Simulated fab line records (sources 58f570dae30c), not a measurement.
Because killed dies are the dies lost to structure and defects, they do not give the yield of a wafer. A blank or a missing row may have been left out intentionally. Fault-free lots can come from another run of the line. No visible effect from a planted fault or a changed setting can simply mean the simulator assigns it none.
Comparing a struck lot with a sound one    flow berkeley_cmos170    43 steps out of a route of 331
Sound: wafers L232.2, L232.4, L232.5. Wafers struck: L239.2, L239.3, L239.4. Last of all comes the cause.
Per side, at each step with rows, come the tool, then ch with its chambers, and then its first start. Under that, the readings that differ: sound wafers    struck wafers    difference of the means    sigmas: that difference in standard deviations of wafers without a fault.
alike: a reading whose means differ by less than 2 such deviations, as well as words and numbers matching on both sides. not compared: withheld readings; readings where some wafer has no value; bounds like >300 that might hide an equal value; numbers whose values overlap and for which the record gives no deviation.
A row with sigmas, a row that says differs or no value, or rows on one side alone: a step with any of these is where the two part. Non-overlapping numbers with no deviation appear without sigmas and do not part them. A reading that every wafer of one side lacks parts them only if that side has two wafers or more.

first, 1 step without rows for these wafers: UCB170_PLDD_IMPLANT_09.
UCB170_PLDD_STRIP_10: strips in O2.
  sound on plasma_asher-04 ch 0,1, day 6 03:55; struck on plasma_asher-03 ch 0,1, day 7 18:10
reading                       sound              struck             difference  sigmas
strip_time_to_endpoint_s (s)  21.51 21.62 21.59  21.74 21.72 21.72  +0.15       +3
  alike: drypump_motor_current_A, oes_product_au
  not compared: rf_hours_counter_h
UCB170_PLDD_TW_MEAS_11:
  sound on film_metro-03, day 6 04:01; struck on film_metro-03, day 7 18:16
  alike: PLDD_TW
then, 7 steps without rows for these wafers: UCB170_PLDD_CLEAN_12 (cleans in SPM, time 600 s); UCB170_NLDD_HMDS_00 (prime time 60 s); UCB170_NLDD_COAT_01 (resist thk 900 nm); UCB170_NLDD_SOFTBAKE_02 (time 60 s); UCB170_NLDD_EXPOSE_03 (exposes mask NSELECT, target cd 1200 nm); UCB170_NLDD_PEB_04; UCB170_NLDD_DEVELOP_05 (develop time 45 s).
UCB170_NLDD_CD_MEAS_06: the cd target is 1200 nm.
  sound on cd_sem-01, day 6 05:44; struck on cd_sem-02, day 7 20:05
  alike: cd_nm
UCB170_NLDD_OVL_MEAS_07:
  sound on overlay-02, day 6 05:50; struck on overlay-02, day 7 20:11
  alike: NLDD_OVL
UCB170_NLDD_IMPLANT_08:
  sound on implanter-01 ch 0, day 6 05:53; struck on implanter-02 ch 0, day 7 20:14
reading             sound                          struck                         difference  sigmas
dose_ions_cm2       5.003e+13 4.996e+13 4.995e+13  3.048e+13 3.044e+13 3.045e+13  -1.952e+13  -99 or more
faraday_current_uA  160.1 157.1 155.2              95.6 97.1 96.7                 -61.0       -21
  alike: beam_energy_keV
after that, 1 step had no rows for these wafers: UCB170_NLDD_IMPLANT_09.
UCB170_NLDD_STRIP_10: strips in O2.
  sound on plasma_asher-03 ch 0,1, day 6 06:10; struck on plasma_asher-02 ch 0,1, day 7 20:31
  alike: drypump_motor_current_A, oes_product_au, strip_time_to_endpoint_s
  not compared: rf_hours_counter_h
UCB170_NLDD_TW_MEAS_11:
  sound on film_metro-01, day 6 06:17; struck on film_metro-02, day 7 20:52
reading  sound           struck          difference  sigmas
NLDD_TW  2209 2229 2218  2065 2065 2074  -151        -14
  not compared: hold
UCB170_SPACER_CVD_00: deposits SiO2 from TEOS/O2, target thk 376 nm, time 47 s.
  sound on pecvd-04 ch 0,1,2, day 6 07:42; struck on pecvd-03 ch 0,1,2, day 8 02:38
  alike: heater_power_w, pressure_mtorr
UCB170_SPACER_THK_MEAS_01:
  sound on film_metro-04, day 6 07:46; struck on film_metro-03, day 8 02:46
  alike: SPACER_TEOS_THK
then, 1 step without rows for these wafers: UCB170_SPACER_ANNEAL_02 (time 1800 s).
UCB170_SPACER_ETCHBACK_03: etches SiO2 in CHF3/CF4/Ar, stops on Si, target depth 376 nm, time 100 s.
  sound on rie_diel-01 ch 0,3, day 6 11:05; struck on rie_diel-02 ch 1,2,3, day 8 04:46
  alike: CHF3_flow_sccm, drypump_motor_current_A, mfc_ar_sccm, oes_product_au, throttle_valve_pct
  not compared: rf_hours_counter_h
then, 6 steps without rows for these wafers: UCB170_PSD_HMDS_00 (prime time 60 s); UCB170_PSD_COAT_01 (resist thk 900 nm); UCB170_PSD_SOFTBAKE_02 (time 60 s); UCB170_PSD_EXPOSE_03 (exposes mask PSELECT MOD, target cd 1200 nm); UCB170_PSD_PEB_04; UCB170_PSD_DEVELOP_05 (develop time 45 s).
UCB170_PSD_CD_MEAS_06: the cd target is 1200 nm.
  sound on cd_sem-01, day 6 12:16; struck on cd_sem-02, day 8 05:44
  alike: cd_nm
UCB170_PSD_OVL_MEAS_07:
  sound on overlay-01, day 6 12:22; struck on overlay-02, day 8 05:50
reading       sound     struck  difference  sigmas
PSD_OVL (nm)  -2 -2 -9  9 8 8   +13         +2
after that, 1 step had no rows for these wafers: UCB170_PSD_IMPLANT_08.
UCB170_PSD_STRIP_09: strips in O2.
  sound on plasma_asher-01 ch 1, day 6 12:32; struck on plasma_asher-04 ch 0,1, day 8 06:01
  alike: drypump_motor_current_A, oes_product_au, strip_time_to_endpoint_s
  not compared: rf_hours_counter_h
UCB170_PSD_TW_MEAS_10:
  sound on film_metro-03, day 6 12:39; struck on film_metro-01, day 8 06:08
  alike: PSD_TW
then, 7 steps without rows for these wafers: UCB170_PSD_CLEAN_11 (cleans in SPM, time 600 s); UCB170_NSD_HMDS_00 (prime time 60 s); UCB170_NSD_COAT_01 (resist thk 900 nm); UCB170_NSD_SOFTBAKE_02 (time 60 s); UCB170_NSD_EXPOSE_03 (exposes mask NSELECT MOD, target cd 1200 nm); UCB170_NSD_PEB_04; UCB170_NSD_DEVELOP_05 (develop time 45 s).
UCB170_NSD_CD_MEAS_06: the cd target is 1200 nm.
  sound on cd_sem-01, day 6 14:06; struck on cd_sem-01, day 8 07:44
  alike: cd_nm
UCB170_NSD_OVL_MEAS_07:
  sound on overlay-01, day 6 14:12; struck on overlay-01, day 8 07:51
  alike: NSD_OVL
after that, 1 step had no rows for these wafers: UCB170_NSD_IMPLANT_08.
UCB170_SDANNEAL_RS_MEAS_05: measures by four-point-probe.
  sound on film_metro-03, day 6 16:22; struck on film_metro-01, day 8 10:17
reading           sound              struck             difference  sigmas
NLDD_RS (ohm/sq)  614.8 615.1 613.8  713.3 712.6 715.5  +99.2       +62
  not compared: hold
after that, 1 step had no rows for these wafers: UCB170_M3_PROBE_99.

## WHERE THEY PART
First at UCB170_PLDD_STRIP_10; last, within this record, at UCB170_SDANNEAL_RS_MEAS_05.

WHY: what the simulator had put in
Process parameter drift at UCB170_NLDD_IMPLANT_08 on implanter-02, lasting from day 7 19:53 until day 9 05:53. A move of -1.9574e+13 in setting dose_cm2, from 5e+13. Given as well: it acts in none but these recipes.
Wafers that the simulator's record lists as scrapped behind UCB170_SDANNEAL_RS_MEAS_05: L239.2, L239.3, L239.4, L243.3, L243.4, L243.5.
